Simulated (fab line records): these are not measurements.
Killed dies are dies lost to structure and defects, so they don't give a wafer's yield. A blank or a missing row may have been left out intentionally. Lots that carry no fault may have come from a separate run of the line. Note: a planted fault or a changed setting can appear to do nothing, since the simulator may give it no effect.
Problem report in the 8D (eight disciplines) form, filled by code || flow rit-cmos || the parts of the form that need people (team, actions taken, sign-off) are left out

1. THE ISSUE
Across 9 wafers from 3 lots, PSD_RS at RIT_SDANNEAL_RS_MEAS_04 averages 97.6 ohm/sq, while fault-free wafers read 115.7 ohm/sq with a standard deviation of 0.33. That is -55 standard deviations from the usual mean.
The step: measures by four-point-probe.
First observed at day 6 13:35: wafer L344.1, on film-metro-01. The record holds 45 wafers of 15 lots with a number at this step. Rule for "out" (also "out of limits"): further than 4 standard deviations from the usual mean. Any other wafer with a number is counted as sound.

2. WHAT IT IS AND WHAT IT IS NOT
{"question": "which readings at this step", "is": "PSD_RS", "is not": "-"}
{"question": "which lots", "is": "L344, L346, L348", "is not": "L329, L330, L331, L332, L333, L334, L336, L338, L341, L342, L345, L351"}
{"question": "which wafers of those lots", "is": "all that have a number", "is not": "-"}
{"question": "read on which gauges", "is": "film-metro-01, film-metro-02", "is not": "film-metro-03"}
{"question": "when", "is": "from day 6 13:35", "is not": "up to then (30 sound wafers); but 6 sound wafers of L345, L351 came after"}

3. SUSPECTS, AND WHAT RULES EACH OUT
Counting: a tool stays on the suspect list if, at a process step up to the reading, it processed all lots that are out and no sound lot following the first of them.
- the gauge at RIT_SDANNEAL_RS_MEAS_04 has been ruled out. The wafers that are out were read on 2 gauges (film-metro-01, film-metro-02).
- rtp-anneal-02 at RIT_SDANNEAL_RTA_03 (time 5 s): kept. All lots that are out passed through it, beginning with L344 at day 6 13:32, and no sound lot followed; its final sound lot before that point was L342 at day 6 07:56.
The count leaves rtp-anneal-02 at RIT_SDANNEAL_RTA_03.

4. THE CAUSE (what the simulator had put in)
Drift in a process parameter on rtp-anneal-02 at RIT_SDANNEAL_RTA_03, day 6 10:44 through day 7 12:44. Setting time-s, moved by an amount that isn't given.
Only this tool survived the counting.

5. THE CHAIN OF EFFECTS, in route order
Each row: a reading whose mean over the struck wafers that have a number lies more than 3 standard deviations from the usual. Scope: only readings with a usual standard deviation given in the record; hours: median across lots of the time from each lot's start at the first step in this table that gives one to its start at this step; sigmas: change in usual standard deviations.
{"hours": 0, "step": "RIT_SDANNEAL_RS_MEAS_04", "reading": "PSD_RS", "usual": "115.7 ohm/sq", "on struck wafers": 97.6, "change": -18.1, "sigmas": -55}
{"hours": 0, "step": "RIT_SDANNEAL_RS_MEAS_05", "reading": "NSD_RS", "usual": "84.39 ohm/sq", "on struck wafers": 81.23, "change": -3.16, "sigmas": -13}
{"hours": 0, "step": "RIT_SDANNEAL_RS_MEAS_06", "reading": "PLDD_RS", "usual": "178.4 ohm/sq", "on struck wafers": 161.5, "change": -16.9, "sigmas": -39}
{"hours": 0, "step": "RIT_SDANNEAL_RS_MEAS_07", "reading": "NLDD_RS", "usual": "151.5 ohm/sq", "on struck wafers": 148.5, "change": -3.0, "sigmas": -6.4}

6. WHAT WOULD HAVE CAUGHT IT SOONER
The first out-of-limits reading at a measuring or inspecting step in this record came at day 6 13:35, 3 hours after the fault's start at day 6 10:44.
No tool reading at RIT_SDANNEAL_RTA_03 that has a usual standard deviation in the record was out on any struck wafer, so an alarm limit of 4 standard deviations on those readings would not have fired.
Lots out: 3; of these, L346, L348 started RIT_SDANNEAL_RTA_03 on rtp-anneal-02 after day 6 13:35. A hold on the tool at that time would have spared those 2.
